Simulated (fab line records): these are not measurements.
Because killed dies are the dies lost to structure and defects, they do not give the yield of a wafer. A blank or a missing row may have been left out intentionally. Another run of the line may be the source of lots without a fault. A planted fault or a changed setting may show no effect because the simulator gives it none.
fab line records | flow ritCmos
[record] lots = 6 | wafers = 18 | lastDay = 7
route steps=202 shown NWELL@35 PWELL@39 WELLDRIVE@50 NRETRO@53 M1@202
lots untouched by any fault: they come from a run of this same line in which no faults occurred
startH: start of the lot's first displayed wafer, in hours after the record's first day | waitH: time in hours since the lot's previous step | " as in the row above | L1.1+2: a single row standing in for several wafers | - no value, or no start given | * or withheld: withheld | < > ~ a bound
route shown NAME@n: names a module that has steps shown in the file, with the first one's number in the route | usual: the fault-free wafers' mean and standard deviation | same: alike in all rows | chamber/n: place in a boat | sites: readings site by site | _std_site: how widely they spread, as a standard deviation | _edge_site: the outer-site mean with the inner-site mean subtracted | radiusMm: how far each site lies from the wafer's centre | mask NAME#n: copy n | behind: the most recent tool/chamber to have shaped the wafer | hold: the reason the lot was held/the length of the hold in hours/how it ended | device: the n, p or np transistor that did not switch | end of line: tests run on the same wafers once the route is complete | a step with no rows: only its recipe | killed: dies that structure and defects cost at the first sort, which is not the same as the wafer's yield | map: per-die view of a wafer (x killed, . not killed, _ where there is no die)
set.NAME: the run value of the setting; set.NAME@STEP: its run value at that earlier step | model.NAME: the simulator's own value behind a step, which no gauge read
certain route steps with their lots: each step a table, each wafer a row
services: from which hour (startH, from the record's first day; less than 0 if before it) a tool's chamber was out of use, for how many hours, and why
[[steps]]
[step RIT_NWELL_HARDBAKE_07]
[recipe] resist = NOVOLAK | tempC = 140 | timeS = 120
[step RIT_NWELL_IMPLANT_08]
[recipe] species = P | energyKev = 170 | doseCm2 = 5e+13 | tiltDeg = 7
[step RIT_NWELL_STRIP_09]
[recipe] chemistry = O2 | timeS = 180 | resist = NOVOLAK | platenTempC = withheld | powerW = 500 | pressureMtorr = 4000 | o2FlowSccm = 4000
[usual] drypumpMotorCurrentA = 5.5/0.52 | o2FlowSccm = 4000/12
lot.wafer | tool           | chamber | startH | waitH | drypumpMotorCurrentA | o2FlowSccm | rfHoursCounterH
L587.3    | plasmaAsher-04 | 0       | 26.54  | 0.1   | 5.2                  | 4002       | -
L587.4    | "              | 1       | "      | "     | 5.5                  | 4007       | -
L587.6    | "              | 0       | "      | "     | 5.2                  | 4005       | -
L589.2    | plasmaAsher-01 | 1       | 35.74  | 0.1   | 4.8                  | 3999       | 40
L589.5    | "              | 1       | "      | "     | 4.8                  | 3993       | -
L589.6    | "              | 0       | "      | "     | 6.2                  | 4004       | -
L593.1    | plasmaAsher-01 | 1       | 56.06  | 0.1   | 4.8                  | 3988       | 42
L593.4    | "              | 1       | "      | "     | 4.8                  | 3982       | -
L593.5    | "              | 1       | "      | "     | 4.8                  | 3991       | -
L596.4    | plasmaAsher-03 | 1       | 73.83  | 0.1   | 5.7                  | 4000       | -
L596.5    | "              | 1       | "      | "     | 5.7                  | 4005       | -
L596.6    | "              | 0       | "      | "     | 5.8                  | 3997       | -
L607.3    | plasmaAsher-01 | 0       | 125.80 | 0.1   | 6.2                  | 3987       | -
L607.4    | "              | 1       | "      | "     | 4.8                  | 4026       | -
L607.6    | "              | 1       | "      | "     | 4.8                  | 3995       | -
L608.2    | plasmaAsher-03 | 0       | 131.50 | 0.1   | 5.7                  | 4008       | 50
L608.3    | "              | 0       | "      | "     | 5.8                  | 3991       | -
L608.5    | "              | 1       | "      | "     | 5.7                  | 4000       | -
[step RIT_NWELL_TW_MEAS_10]
[usual] NWELL_TW = 2129/19
lot.wafer | tool         | chamber | startH | waitH | NWELL_TW
L587.3    | filmMetro-02 | -       | 26.67  | 0.1   | 2157
L587.4    | "            | -       | "      | "     | 2161
L587.6    | "            | -       | "      | "     | 2149
L589.2    | filmMetro-02 | -       | 35.92  | 0.1   | 2180
L589.5    | "            | -       | "      | "     | 2147
L589.6    | "            | -       | "      | "     | 2165
L593.1    | filmMetro-01 | -       | 56.24  | 0.1   | 2101
L593.4    | "            | -       | "      | "     | 2109
L593.5    | "            | -       | "      | "     | 2111
L596.4    | filmMetro-04 | -       | 73.98  | 0.1   | 2126
L596.5    | "            | -       | "      | "     | 2140
L596.6    | "            | -       | "      | "     | 2128
L607.3    | filmMetro-01 | -       | 125.94 | 0.1   | 2106
L607.4    | "            | -       | "      | "     | 2105
L607.6    | "            | -       | "      | "     | 2117
L608.2    | filmMetro-01 | -       | 131.69 | 0.1   | 2123
L608.3    | "            | -       | "      | "     | 2115
L608.5    | "            | -       | "      | "     | 2109
[step RIT_PWELL_HMDS_00]
[recipe] primeTimeS = 60 | primeTempC = 140
[step RIT_PWELL_COAT_01]
[recipe] resist = NOVOLAK | spinRpm = 2000 | resistThkNm = 1300
[step RIT_PWELL_SOFTBAKE_02]
[recipe] resist = NOVOLAK | tempC = 90 | timeS = 60
[step RIT_PWELL_EXPOSE_03]
[recipe] maskId = M3 | na = 0.57 | targetCdNm = 43700 | doseMj = 250
[step RIT_PWELL_PEB_04]
[recipe] resist = NOVOLAK | tempC = withheld | timeS = withheld
[step RIT_PWELL_DEVELOP_05]
[recipe] resist = NOVOLAK | developTimeS = 68 | devTempC = 23
[step RIT_PWELL_OVL_MEAS_06]
[usual] PWELL_OVL = -0.6/1.4
lot.wafer | tool       | chamber | startH | waitH | PWELL_OVL[nm]
L587.3    | overlay-01 | -       | 27.61  | -     | -0.6
L587.4    | "          | -       | "      | "     | -0.1
L587.6    | "          | -       | "      | "     | -0.9
L589.2    | overlay-01 | -       | 36.86  | -     | -1.3
L589.5    | "          | -       | "      | "     | -1.5
L589.6    | "          | -       | "      | "     | -3.8
L593.1    | overlay-02 | -       | 57.28  | -     | 0.7
L593.4    | "          | -       | "      | "     | 0.8
L593.5    | "          | -       | "      | "     | 0.0
L596.4    | overlay-02 | -       | 75.03  | -     | -0.7
L596.5    | "          | -       | "      | "     | 0.3
L596.6    | "          | -       | "      | "     | -1.2
L607.3    | overlay-02 | -       | 127.00 | -     | -2.5
L607.4    | "          | -       | "      | "     | -1.4
L607.6    | "          | -       | "      | "     | -1.4
L608.2    | overlay-02 | -       | 132.75 | -     | 0.2
L608.3    | "          | -       | "      | "     | 0.5
L608.5    | "          | -       | "      | "     | -0.5
[step RIT_PWELL_HARDBAKE_07]
[recipe] resist = NOVOLAK | tempC = 140 | timeS = 120
[step RIT_PWELL_IMPLANT_08]
[recipe] species = B | energyKev = 170 | doseCm2 = 7e+13 | tiltDeg = 7
[usual] tiltDeg = 6.999/0.018
[same] implantIonAmu = 11
lot.wafer | tool         | chamber | startH | waitH | tiltDeg
L587.3    | implanter-02 | 0       | 27.93  | 0.2   | 7.009
L587.4    | "            | 0       | "      | "     | 6.975
L587.6    | "            | 0       | "      | "     | 7.003
L589.2    | implanter-03 | 0       | 37.16  | 0.2   | 7.010
L589.5    | "            | 0       | "      | "     | 6.980
L589.6    | "            | 0       | "      | "     | 6.982
L593.1    | implanter-02 | 0       | 57.56  | 0.2   | 7.007
L593.4    | "            | 0       | "      | "     | 6.978
L593.5    | "            | 0       | "      | "     | 7.019
L596.4    | implanter-02 | 0       | 75.37  | 0.2   | 6.988
L596.5    | "            | 0       | "      | "     | 7.004
L596.6    | "            | 0       | "      | "     | 6.968
L607.3    | implanter-02 | 0       | 127.32 | 0.2   | 3.737
L607.4    | "            | 0       | "      | "     | 3.727
L607.6    | "            | 0       | "      | "     | 3.737
L608.2    | implanter-02 | 0       | 133.05 | 0.2   | 3.733
L608.3    | "            | 0       | "      | "     | 3.709
L608.5    | "            | 0       | "      | "     | 3.724
[step RIT_PWELL_STRIP_09]
[recipe] chemistry = O2 | timeS = 180 | resist = NOVOLAK | platenTempC = withheld | powerW = 484.6 | pressureMtorr = 4000 | o2FlowSccm = 4000
[usual] drypumpMotorCurrentA = 5.5/0.39 | o2FlowSccm = 3998/12
lot.wafer | tool           | chamber | startH | waitH | drypumpMotorCurrentA | o2FlowSccm | rfHoursCounterH
L587.3    | plasmaAsher-04 | 1       | 28.09  | 0.1   | 5.5                  | 4013       | -
L587.4    | "              | 0       | "      | "     | 5.2                  | 3977       | -
L587.6    | "              | 1       | "      | "     | 5.5                  | 3991       | -
L589.2    | plasmaAsher-01 | 0       | 37.29  | 0.1   | 6.1                  | 3999       | 40
L589.5    | "              | 0       | "      | "     | 6.2                  | 4004       | -
L589.6    | "              | 1       | "      | "     | 4.8                  | 4004       | -
L593.1    | plasmaAsher-01 | 0       | 57.71  | 0.1   | 6.2                  | 3991       | 42
L593.4    | "              | 1       | "      | "     | 4.8                  | 3989       | -
L593.5    | "              | 1       | "      | "     | 4.8                  | 4001       | -
L596.4    | plasmaAsher-04 | 1       | 75.51  | 0.1   | 5.6                  | 3996       | -
L596.5    | "              | 0       | "      | "     | 5.2                  | 3992       | -
L596.6    | "              | 1       | "      | "     | 5.6                  | 3996       | -
L607.3    | plasmaAsher-02 | 0       | 127.48 | 0.1   | 5.7                  | 4023       | -
L607.4    | "              | 1       | "      | "     | 5.4                  | 3991       | -
L607.6    | "              | 1       | "      | "     | 5.4                  | 3987       | -
L608.2    | plasmaAsher-01 | 0       | 133.18 | 0.1   | 6.1                  | 3989       | 50
L608.3    | "              | 1       | "      | "     | 4.8                  | 3999       | -
L608.5    | "              | 0       | "      | "     | 6.1                  | 4004       | -
[step RIT_PWELL_TW_MEAS_10]
[usual] PWELL_TW = 949/8.2
lot.wafer | tool         | chamber | startH | waitH | PWELL_TW
L587.3    | filmMetro-01 | -       | 28.22  | 0.1   | 938
L587.4    | "            | -       | "      | "     | 940
L587.6    | "            | -       | "      | "     | 930
L589.2    | filmMetro-01 | -       | 37.47  | 0.1   | 932
L589.5    | "            | -       | "      | "     | 938
L589.6    | "            | -       | "      | "     | 942
L593.1    | filmMetro-02 | -       | 57.89  | 0.1   | 944
L593.4    | "            | -       | "      | "     | 949
L593.5    | "            | -       | "      | "     | 948
L596.4    | filmMetro-04 | -       | 75.65  | 0.1   | 947
L596.5    | "            | -       | "      | "     | 950
L596.6    | "            | -       | "      | "     | 948
L607.3    | filmMetro-02 | -       | 127.62 | 0.1   | 960
L607.4    | "            | -       | "      | "     | 951
L607.6    | "            | -       | "      | "     | 955
L608.2    | filmMetro-01 | -       | 133.36 | 0.1   | 933
L608.3    | "            | -       | "      | "     | 938
L608.5    | "            | -       | "      | "     | 941
[step RIT_WELLDRIVE_ANNEAL_00]
[recipe] tempC = 1100 | timeS = 14700 | ambient = N2
[step RIT_WELLDRIVE_RS_MEAS_01]
[recipe] thkMeasGauge = four-point-probe
[usual] NWELL_RS = 275.6/0.7
lot.wafer | tool         | chamber | startH | waitH | NWELL_RS[ohm/sq]
L587.3    | filmMetro-02 | -       | 33.57  | 0.0   | 276.6
L587.4    | "            | -       | "      | "     | 276.3
L587.6    | "            | -       | "      | "     | 277.2
L589.2    | filmMetro-02 | -       | 43.14  | 0.0   | 276.4
L589.5    | "            | -       | "      | "     | 276.2
L589.6    | "            | -       | "      | "     | 276.4
L593.1    | filmMetro-02 | -       | 64.15  | 0.0   | 276.5
L593.4    | "            | -       | "      | "     | 276.4
L593.5    | "            | -       | "      | "     | 275.9
L596.4    | filmMetro-01 | -       | 81.28  | 0.1   | 275.6
L596.5    | "            | -       | "      | "     | 275.3
L596.6    | "            | -       | "      | "     | 275.8
L607.3    | filmMetro-04 | -       | 133.22 | 0.0   | 276.1
L607.4    | "            | -       | "      | "     | 276.1
L607.6    | "            | -       | "      | "     | 275.9
L608.2    | filmMetro-01 | -       | 138.52 | 0.0   | 275.9
L608.3    | "            | -       | "      | "     | 275.8
L608.5    | "            | -       | "      | "     | 276.2
[step RIT_WELLDRIVE_RS_MEAS_02]
[recipe] thkMeasGauge = four-point-probe
[usual] PWELL_RS = 429.3/1.2
lot.wafer | tool         | chamber | startH | waitH | PWELL_RS[ohm/sq]
L587.3    | filmMetro-02 | -       | 33.69  | 0.1   | 430.6
L587.4    | "            | -       | "      | "     | 431.7
L587.6    | "            | -       | "      | "     | 431.3
L589.2    | filmMetro-02 | -       | 43.26  | 0.1   | 430.8
L589.5    | "            | -       | "      | "     | 430.8
L589.6    | "            | -       | "      | "     | 430.3
L593.1    | filmMetro-02 | -       | 64.27  | 0.1   | 430.9
L593.4    | "            | -       | "      | "     | 429.6
L593.5    | "            | -       | "      | "     | 430.2
L596.4    | filmMetro-01 | -       | 81.40  | 0.1   | 429.4
L596.5    | "            | -       | "      | "     | 430.3
L596.6    | "            | -       | "      | "     | 427.7
L607.3    | filmMetro-04 | -       | 133.34 | 0.1   | 426.1
L607.4    | "            | -       | "      | "     | 426.3
L607.6    | "            | -       | "      | "     | 427.6
L608.2    | filmMetro-01 | -       | 138.64 | 0.1   | 426.6
L608.3    | "            | -       | "      | "     | 425.9
L608.5    | "            | -       | "      | "     | 425.2
[step RIT_NRETRO_HMDS_00]
[recipe] primeTimeS = 60 | primeTempC = 140
[step RIT_M1_PROBE_99]
[usual] killedAtContacts = 0.0/0.22 | killedAtFrontEnd = 6.9/3 | killedDies = 6.9/3 | killedOpen = 3.5/2 | killedShort = 3.4/2.1
[same] grossDies = 264 | killed_at_M0_to_M3 = 0 | killed_at_M4_up = 0 | killedAtBackSide = 0 | killedAtOther = 0
lot.wafer | tool      | chamber | startH | waitH | killedAtContacts | killedAtFrontEnd | killedDies | killedOpen | killedShort
L596.4    | prober-01 | -       | 110.63 | 0.2   | 1                | 13               | 14         | 8          | 6
L596.5    | prober-01 | -       | 110.68 | 0.2   | 0                | 6                | 6          | 4          | 2
L596.6    | prober-01 | -       | 110.73 | 0.2   | 0                | 8                | 8          | 3          | 5
L607.3    | prober-02 | -       | 162.94 | 0.2   | 0                | 11               | 11         | 8          | 3
L607.4    | prober-02 | -       | 162.99 | 0.2   | 0                | 7                | 7          | 4          | 3
L607.6    | prober-02 | -       | 163.09 | 0.2   | 0                | 8                | 8          | 3          | 5
L608.2    | prober-01 | -       | 166.62 | 0.1   | 0                | 7                | 7          | 5          | 2
L608.3    | prober-01 | -       | 166.67 | 0.2   | 0                | 9                | 9          | 5          | 4
L608.5    | prober-01 | -       | 166.77 | 0.2   | 0                | 3                | 3          | 2          | 1
// killed by level:class
L596.4 SILICIDE:geometricParticle:open=4 FOX1:geometricParticle:short=3 GATE:geometricParticle:open=2 FOX1:geometricParticle:open=1 REOX:geometricParticle:short=1 SPACER:geometricParticle:open=1 SILICIDE:geometricParticle:short=1 CONTACT:geometricParticle:short=1
L596.5 GATE:geometricParticle:open=3 FOX1:geometricParticle:open=1 GATE:geometricParticle:short=1 SILICIDE:geometricParticle:short=1
L596.6 GATE:geometricParticle:open=2 FOX1:geometricParticle:short=1 FOX1:geometricParticle:open=1 GATE:geometricParticle:short=1 REOX:geometricParticle:short=1 SPACER:geometricParticle:short=1 SILICIDE:geometricParticle:short=1
L607.3 GATE:geometricParticle:open=4 FOX1:geometricParticle:open=2 REOX:geometricParticle:short=2 GATE:geometricParticle:short=1 SPACER:geometricParticle:open=1 SILICIDE:geometricParticle:open=1
L607.4 FOX1:geometricParticle:open=1 FOX2:geometricParticle:short=1 FOX2:geometricParticle:open=1 GATE:geometricParticle:open=1 GATE:geometricParticle:short=1 REOX:geometricParticle:open=1 SPACER:geometricParticle:short=1
L607.6 GATE:geometricParticle:open=2 GATE:geometricParticle:short=2 SPACER:geometricParticle:short=2 REOX:geometricParticle:open=1 REOX:geometricParticle:short=1
L608.2 GATE:geometricParticle:open=2 SILICIDE:geometricParticle:open=2 FOX1:geometricParticle:open=1 FOX2:geometricParticle:short=1 SILICIDE:geometricParticle:short=1
L608.3 FOX1:geometricParticle:short=3 FOX1:geometricParticle:open=2 FOX2:geometricParticle:open=1 GATE:geometricParticle:short=1 SPACER:geometricParticle:open=1 STARTING-WAFER:geometricParticle:open=1
L608.5 FOX2:geometricParticle:open=1 SPACER:geometricParticle:open=1 SPACER:geometricParticle:short=1
[[services]]
tool           | chamber | startH | hours | kind
implanter-03   | -       | 14.80  | 3.5   | pm
implanter-03   | -       | 27.59  | 1.2   | repair
plasmaAsher-03 | -       | 61.16  | 2.7   | repair
implanter-03   | -       | 64.28  | 3.0   | repair
plasmaAsher-02 | -       | 70.02  | 8.1   | repair
plasmaAsher-01 | -       | 74.99  | 3.2   | repair
implanter-03   | -       | 81.27  | 1.4   | pm
plasmaAsher-01 | -       | 90.39  | 5.1   | repair
plasmaAsher-02 | -       | 108.75 | 9.0   | pm
plasmaAsher-02 | 0       | 108.75 | 9.0   | ventCycle
plasmaAsher-02 | 1       | 108.75 | 9.0   | ventCycle
plasmaAsher-01 | -       | 115.79 | 4.3   | repair
plasmaAsher-02 | 0       | 117.75 | -     | clean
plasmaAsher-02 | 1       | 117.75 | -     | clean
[[key]]
[firstSign] step = RIT_PWELL_IMPLANT_08 | reading = tiltDeg | direction = down | sigmas = 99+ | usual = 6.999 | struck = 3.728
[effect] step = RIT_WELLDRIVE_RS_MEAS_02 | reading = PWELL_RS | direction = down | sigmas = 2.5 | usual = 429.3 | struck = 426.3
metAt RIT_PWELL_IMPLANT_08
struckWafers L607.3,L607.4,L607.6,L608.2,L608.3,L608.5
testerLeftOut L607,L608
onsetBetween 75.37 127.32
[fault] kind = processParameterDrift | tool = implanter-02 | chamber = - | onsetH = 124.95 | steps = RIT_PWELL_IMPLANT_08 | channel = tiltDeg | offset = -3.2661 | shape = step | endH = 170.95 | actsIn = theseRecipesOnly | stated = 7
// testerLeftOut: of these lots the tester's yield and bins aren't shown, on N5 and GAA mostly nor the transistor test; their killed dies are dies lost to structure and defects alone, not to doping, threshold or leakage, so they don't give the yield
